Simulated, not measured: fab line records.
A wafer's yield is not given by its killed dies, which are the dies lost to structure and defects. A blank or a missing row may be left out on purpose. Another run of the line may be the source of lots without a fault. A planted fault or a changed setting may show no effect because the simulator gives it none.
A struck lot beside a sound one / flow ritCmos / 36 steps out of a route of 202
Sound: the wafers L210.2, L210.3, L210.6. Struck: wafer L224.4 (L224.2, L224.3, from the same lot, were not struck and are left out); the cause is given at the end.
Per side, at each step with rows, come the tool, then ch with its chambers, and then its first start. Under that, the readings that differ: sound wafers / struck wafers / difference of the means / sigmas: that difference in standard deviations of wafers without a fault.
alike: a reading whose means differ by less than 2 such deviations, as well as words and numbers matching on both sides. not compared: withheld readings; readings where some wafer has no value; bounds like >300 that might hide an equal value; numbers whose values overlap and for which the record gives no deviation.
The two part at a step that has a row with sigmas, a row that says differs or no value, or rows on one side only. Numbers that have no deviation but don't overlap get no sigmas and don't part them. A reading that every wafer of one side lacks parts them only if that side has two wafers or more.

RIT_SILICIDE_RTA_06: time 10 s, ramp up 5 s, ramp down 10 s.
  sound on rtpAnneal-01 ch 0, day 3 07:23; struck on rtpAnneal-02 ch 0, day 6 08:02
  alike: annealTempCMax, wafer_temp_C_max
RIT_CONTACT_CVD_00: deposits SiO2 from TEOS, target thk 400 nm, time 61 s.
  sound on pecvd-02 ch 0,1, day 3 07:31; struck on pecvd-02 ch 1, day 6 08:05
  alike: heaterPowerW, rfFwdPowerW
RIT_CONTACT_THK_MEAS_01:
  sound on filmMetro-04, day 3 07:34; struck on filmMetro-02, day 6 08:09
  alike: CONTACT_TEOS_THK
then, 6 steps without rows for these wafers: RIT_CONTACT_HMDS_02 (prime time 60 s); RIT_CONTACT_COAT_03 (resist thk 1000 nm); RIT_CONTACT_SOFTBAKE_04 (time 60 s); RIT_CONTACT_EXPOSE_05 (exposes mask M11, target cd 1000 nm); RIT_CONTACT_PEB_06; RIT_CONTACT_DEVELOP_07 (develop time 120 s).
RIT_CONTACT_CD_MEAS_08: target cd 1000 nm.
  sound on cdSem-02, day 3 08:38; struck on cdSem-01, day 6 09:11
  alike: cdNm
RIT_CONTACT_OVL_MEAS_09:
  sound on overlay-01, day 3 08:45; struck on overlay-01, day 6 09:17
  alike: CONTACT_OVL
then, 1 step without rows for these wafers: RIT_CONTACT_HARDBAKE_10 (time 60 s).
RIT_CONTACT_ETCH_11: etches SiO2 in CHF3/CF4/Ar, stops on TiSi2, target depth 480 nm, time 320 s.
  sound on rieDiel-01 ch 0,3, day 3 08:56; struck on rieDiel-01 ch 0, day 6 09:28
  alike: O2_flow_sccm, drypumpMotorCurrentA, oesProductAu, rfFwdPowerW, throttleValvePct
  not compared: rfHoursCounterH
RIT_CONTACT_STRIP_12: strips in O2, time 180 s.
  sound on plasmaAsher-04 ch 0,1, day 3 09:07; struck on plasmaAsher-01 ch 0, day 6 09:40
  alike: drypumpMotorCurrentA, o2FlowSccm
  not compared: rfHoursCounterH
RIT_CONTACT_CD_MEAS_90: target cd 1000 nm.
  sound on cdSem-02, day 3 09:19; struck on cdSem-01, day 6 09:52
  alike: cdNm
then, 2 steps without rows for these wafers: RIT_CONTACT_CLEAN_13 (cleans in SC1, time 600 s); RIT_CONTACT_CLEAN_14 (cleans in SC2, time 600 s).
RIT_M1_SPUTTER_00: material Al, target thk 400 nm, time 500 s.
  sound on pvdSputter-01, day 3 09:46; struck on pvdSputter-04, day 6 10:20
reading=throttleValvePct (%); sound=30.2 31.7 30.5; struck=28.5; difference=-2.3; sigmas=-3
RIT_M1_RS_MEAS_01: a four-point-probe measurement.
  sound on filmMetro-01, day 3 10:07; struck on filmMetro-03, day 6 10:38
  alike: M1_AL_RS
RIT_M1_THK_MEAS_02: measures by xrf.
  sound on filmMetro-01, day 3 10:14; struck on filmMetro-03, day 6 10:45
  alike: M1_AL_THK
then, 6 steps without rows for these wafers: RIT_M1_HMDS_03 (prime time 60 s); RIT_M1_COAT_04 (resist thk 1300 nm); RIT_M1_SOFTBAKE_05 (time 60 s); RIT_M1_EXPOSE_06 (exposes mask M12, target cd 2600 nm); RIT_M1_PEB_07; RIT_M1_DEVELOP_08 (develop time 68 s).
RIT_M1_CD_MEAS_09: target cd 2600 nm.
  sound on cdSem-01, day 3 11:21; struck on cdSem-01, day 6 11:42
  alike: cdNm
RIT_M1_OVL_MEAS_10:
  sound on overlay-01, day 3 11:28; struck on overlay-01, day 6 11:49
  alike: M1_OVL
then, 1 step without rows for these wafers: RIT_M1_HARDBAKE_11 (time 120 s).
RIT_M1_METAL_ETCH_12: etches Al in Cl2/BCl3, stops on SiO2, time 165 s, target depth 600 nm.
  sound on rieMetal-03 ch 0,1, day 3 11:44; struck on rieMetal-03 ch 1, day 6 12:05
  alike: drypumpMotorCurrentA, oesProductAu, rfFwdPowerW, throttleValvePct
  not compared: rfHoursCounterH
then, 2 steps without rows for these wafers: RIT_M1_STRIP_13 (strips in nmp, time 600 s); RIT_M1_STRIP_14 (strips in O2, time 180 s).
RIT_M1_CD_MEAS_90: target cd 2600 nm.
  sound on cdSem-01, day 3 12:16; struck on cdSem-01, day 6 12:38
  alike: cdNm
then, 1 step without rows for these wafers: RIT_M1_ANNEAL_15 (time 1723 s).
RIT_M1_BOW_MEAS_16:
  sound on filmMetro-01, day 3 13:53; struck on filmMetro-01, day 6 15:38
  alike: M1_BOW
RIT_M1_PROBE_99:
  rows exist in the record for the struck wafers here (prober-02, day 6 15:53), but not for the sound ones

== WHERE THEY PART ==
Earliest at RIT_M1_SPUTTER_00; latest, in this record, at RIT_M1_PROBE_99.

WHY: the cause the simulator had injected
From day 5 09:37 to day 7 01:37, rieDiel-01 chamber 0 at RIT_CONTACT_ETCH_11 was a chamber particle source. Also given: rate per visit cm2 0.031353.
